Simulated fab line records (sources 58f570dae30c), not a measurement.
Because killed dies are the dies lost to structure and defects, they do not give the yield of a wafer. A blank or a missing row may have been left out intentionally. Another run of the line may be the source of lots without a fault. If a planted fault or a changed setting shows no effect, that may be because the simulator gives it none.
fab line records | flow berkeleyCmos170
record lots=15 wafers=45 lastDay=12
route steps=331 shown M3@327
lots that met no fault: from a run of the same line without faults
startH: start of the lot's first displayed wafer, in hours after the record's first day | waitH: hours since the lot's step before | " repeats the value in the row above | L1.1+2: a row that stands for several wafers | - either no value or no given start | * or withheld: withheld | < > ~ a bound
route shown NAME@n: names a module that has steps shown in the file, with the first one's number in the route | usual: the fault-free wafers' mean and standard deviation | same: alike in all rows | chamber/n: place in a boat | sites: each site's reading | _std_site: the standard deviation of these | _edge_site: mean of outer sites minus mean of inner sites | radiusMm: how far each site lies from the wafer's centre | mask NAME#n: copy n | behind: tool/chamber where the wafer was last shaped | hold: what put the lot on hold/how long, in hours/how the hold closed | device: transistor that didn't switch, given as n, p or np | end of line: tests of these same wafers at the route's end | a step with no rows: only its recipe | killed: not the wafer's yield, but the dies lost to structure and defects at the first sort | map: shows each die of a wafer: x if killed, . if not, _ if none is there
set.NAME: the setting the step ran with; set.NAME@STEP: the setting that earlier step ran with | model.NAME: the simulator's own value behind a step, which no gauge read
the route's steps for a sample of lots (tables are steps, rows are wafers)
services: from which hour (startH, from the record's first day; less than 0 if before it) a tool's chamber was out of use, for how many hours, and why
## steps
# step UCB170_M3_METAL_ETCH_18
# recipe chemistry=Cl2/BCl3 target=Al stopOn=SiO2 pressureMtorr=12 targetDepthA=11700 overEtchFrac=0.3 timeS=195 icpW=600 biasW=120 Cl2_flow_sccm=90 bcl3FlowSccm=45
# usual drypumpMotorCurrentA=5.48/0.26 oesProductAu=0.869/0.017 throttleValvePct=24.33/0.23
# columns lot.wafer tool chamber startH waitH drypumpMotorCurrentA oesProductAu rfHoursCounterH throttleValvePct
L161.1 rieMetal-01 1 158.38 - 5.51 0.881 7 24.30
L161.2 " 0 " " 5.21 0.880 2 24.00
L161.5 " 1 " " 5.51 0.885 - 24.31
L160.1 rieMetal-04 1 159.66 - 5.61 0.860 8 24.55
L160.3 " 0 " " 5.29 0.824 - 24.34
L160.5 " 1 " " 5.62 0.872 - 24.54
L162.3 rieMetal-01 0 173.29 - 5.17 0.892 - 24.00
L162.5 " 1 " " 5.51 0.886 - 24.30
L162.6 " 0 " " 5.19 0.888 - 24.00
L163.2 rieMetal-01 0 183.56 - 5.19 0.882 3 24.00
L163.4 " 1 " " 5.51 0.888 - 24.30
L163.6 " 0 " " 5.21 0.872 - 24.02
L166.1 rieMetal-04 1 201.18 - 5.60 0.881 9 24.57
L166.3 " 1 " " 5.58 0.878 - 24.55
L166.6 " 0 " " 5.30 0.869 - 24.60
L168.1 rieMetal-01 0 211.72 - 5.18 0.870 3 23.99
L168.4 " 1 " " 5.52 0.870 - 24.31
L168.5 " 0 " " 5.17 0.867 - 24.00
L172.2 rieMetal-02 1 226.77 - 6.12 0.843 13 24.06
L172.4 " 0 " " 5.54 0.856 - 24.52
L172.5 " 0 " " 5.54 0.862 - 24.50
L173.1 rieMetal-01 0 227.86 - 5.18 0.874 4 24.00
L173.4 " 1 " " 5.53 0.876 - 24.29
L173.5 " 1 " " 5.55 0.881 - 24.31
L176.2 rieMetal-04 0 244.85 - 5.29 0.866 2 24.61
L176.3 " 1 " " 5.62 0.873 - 24.56
L176.5 " 1 " " 5.60 0.871 - 24.54
L175.1 rieMetal-01 0 250.48 - 5.19 0.869 5 24.01
L175.2 " 1 " " 5.52 0.882 9 24.30
L175.5 " 1 " " 5.53 0.877 - 24.30
L177.1 rieMetal-02 0 254.81 - 5.57 0.854 8 24.51
L177.2 " 0 " " 5.55 0.857 - 24.50
L177.4 " 0 " " 5.57 0.851 - 24.51
L178.3 rieMetal-01 1 255.44 - 5.52 0.888 - 24.29
L178.4 " 0 " " 5.16 0.873 - 24.00
L178.5 " 0 " " 5.17 0.892 - 24.00
L181.2 rieMetal-01 1 265.13 - 5.51 0.895 10 24.29
L181.5 " 1 " " 5.51 0.886 - 24.30
L181.6 " 0 " " 5.17 0.880 - 24.02
L182.2 rieMetal-04 0 269.36 - 5.31 0.873 2 24.61
L182.5 " 1 " " 5.60 0.879 - 24.54
L182.6 " 0 " " 5.29 0.874 - 24.60
L183.1 rieMetal-02 0 287.32 - 5.58 0.852 9 24.50
L183.2 " 1 " " 6.13 0.842 1 24.12
L183.4 " 1 " " 6.15 0.827 - 24.15
# step UCB170_M3_STRIP_19
# recipe chemistry=O2 powerW=400 pressureMtorr=3500 platenTempC=withheld o2FlowSccm=400 overashFraction=0.5
# usual drypumpMotorCurrentA=5.5/0.59 oesProductAu=0.539/0.02
# columns lot.wafer tool chamber startH waitH drypumpMotorCurrentA oesProductAu rfHoursCounterH
L161.1 plasmaAsher-01 1 158.57 0.1 4.7 0.532 39
L161.2 " 0 " " 5.9 0.563 39
L161.5 " 1 " " 4.7 0.530 -
L160.1 plasmaAsher-02 0 159.85 0.1 5.6 0.499 2
L160.3 " 0 " " 5.6 0.518 -
L160.5 " 0 " " 5.6 0.506 -
L162.3 plasmaAsher-01 0 173.45 0.1 5.9 0.575 -
L162.5 " 1 " " 4.7 0.548 -
L162.6 " 0 " " 5.9 0.573 -
L163.2 plasmaAsher-01 0 183.75 0.1 5.9 0.565 42
L163.4 " 0 " " 5.9 0.539 -
L163.6 " 0 " " 5.9 0.569 -
L166.1 plasmaAsher-02 0 201.36 0.1 5.6 0.510 7
L166.3 " 1 " " 6.5 0.508 -
L166.6 " 1 " " 6.4 0.532 -
L168.1 plasmaAsher-02 1 211.91 0.1 6.4 0.571 8
L168.4 " 0 " " 5.5 0.535 -
L168.5 " 0 " " 5.6 0.559 -
L172.2 plasmaAsher-01 0 226.96 0.1 5.9 0.537 47
L172.4 " 0 " " 6.0 0.539 -
L172.5 " 1 " " 4.7 0.519 -
L173.1 plasmaAsher-03 0 228.05 0.1 5.1 0.562 51
L173.4 " 0 " " 5.1 0.534 -
L173.5 " 0 " " 5.1 0.537 -
L176.2 plasmaAsher-01 1 245.03 0.1 4.7 0.541 49
L176.3 " 0 " " 5.9 0.506 -
L176.5 " 1 " " 4.7 0.509 -
L175.1 plasmaAsher-01 1 250.67 0.1 4.6 0.574 49
L175.2 " 0 " " 5.9 0.309 49
L175.5 " 0 " " 5.9 0.309 -
L177.1 plasmaAsher-02 0 255.18 0.3 5.5 0.541 13
L177.2 " 1 " " 6.4 0.541 13
L177.4 " 0 " " 5.6 0.544 -
L178.3 plasmaAsher-03 1 255.60 0.1 5.7 0.316 -
L178.4 " 0 " " 5.1 0.563 -
L178.5 " 0 " " 5.1 0.569 -
L181.2 plasmaAsher-01 1 265.32 0.1 4.7 0.310 51
L181.5 " 0 " " 5.9 0.310 -
L181.6 " 1 " " 4.7 0.568 -
L182.2 plasmaAsher-02 0 269.54 0.1 5.6 0.522 14
L182.5 " 0 " " 5.6 0.506 -
L182.6 " 1 " " 6.5 0.535 -
L183.1 plasmaAsher-03 0 287.51 0.1 5.1 0.544 57
L183.2 " 1 " " 5.7 0.549 57
L183.4 " 1 " " 5.7 0.538 -
# step UCB170_M3_CD_MEAS_90
# recipe targetCdNm=700
# usual cdNm=699/3.6
# columns lot.wafer tool chamber startH waitH cdNm
L161.1 cdSem-02 - 158.67 0.1 689
L161.2 " - " " 698
L161.5 " - " " 692
L160.1 cdSem-01 - 159.95 0.1 698
L160.3 " - " " 698
L160.5 " - " " 698
L162.3 cdSem-02 - 173.56 0.1 699
L162.5 " - " " 694
L162.6 " - " " 697
L163.2 cdSem-02 - 183.87 0.1 699
L163.4 " - " " 698
L163.6 " - " " 699
L166.1 cdSem-02 - 201.46 0.1 702
L166.3 " - " " 699
L166.6 " - " " 703
L168.1 cdSem-02 - 212.01 0.1 698
L168.4 " - " " 696
L168.5 " - " " 702
L172.2 cdSem-01 - 227.08 0.1 698
L172.4 " - " " 702
L172.5 " - " " 701
L173.1 cdSem-02 - 228.25 0.2 699
L173.4 " - " " 692
L173.5 " - " " 693
L176.2 cdSem-02 - 245.15 0.1 700
L176.3 " - " " 697
L176.5 " - " " 697
L175.1 cdSem-01 - 251.00 0.3 699
L175.2 " - " " 676
L175.5 " - " " 676
L177.1 cdSem-01 - 255.30 0.1 701
L177.2 " - " " 701
L177.4 " - " " 700
L178.3 cdSem-01 - 255.71 0.1 676
L178.4 " - " " 703
L178.5 " - " " 699
L181.2 cdSem-01 - 265.44 0.1 678
L181.5 " - " " 671
L181.6 " - " " 698
L182.2 cdSem-01 - 269.67 0.1 705
L182.5 " - " " 693
L182.6 " - " " 705
L183.1 cdSem-01 - 287.61 0.1 707
L183.2 " - " " 699
L183.4 " - " " 698
## services
# columns tool chamber startH hours kind
plasmaAsher-02 - 149.18 1.8 repair
rieMetal-04 0 169.75 - clean
rieMetal-04 0 169.75 19.6 scheduledDown
rieMetal-04 0 169.75 19.6 ventCycle
plasmaAsher-01 - 186.42 2.8 pm
rieMetal-01 - 233.35 2.8 pm
rieMetal-02 1 236.64 - clean
rieMetal-02 1 236.64 18.7 scheduledDown
rieMetal-02 1 236.64 18.7 ventCycle
plasmaAsher-03 - 273.77 2.1 repair
## key
firstSign step=UCB170_M3_STRIP_19 reading=oesProductAu direction=down sigmas=11 usual=0.539 struck=0.311
effect step=UCB170_M3_CD_MEAS_90 reading=cdNm direction=down sigmas=6.6 usual=699 struck=675
metAt UCB170_M3_METAL_ETCH_18
struckLots L175,L178,L181
struckWafers L175.2,L175.5,L178.3,L181.2,L181.5
onsetBetween 227.86 250.48
fault kind=processParameterDrift tool=rieMetal-01 chamber=1 onsetH=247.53 steps=UCB170_M3_METAL_ETCH_18 channel=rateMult offset=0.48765 shape=step endH=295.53
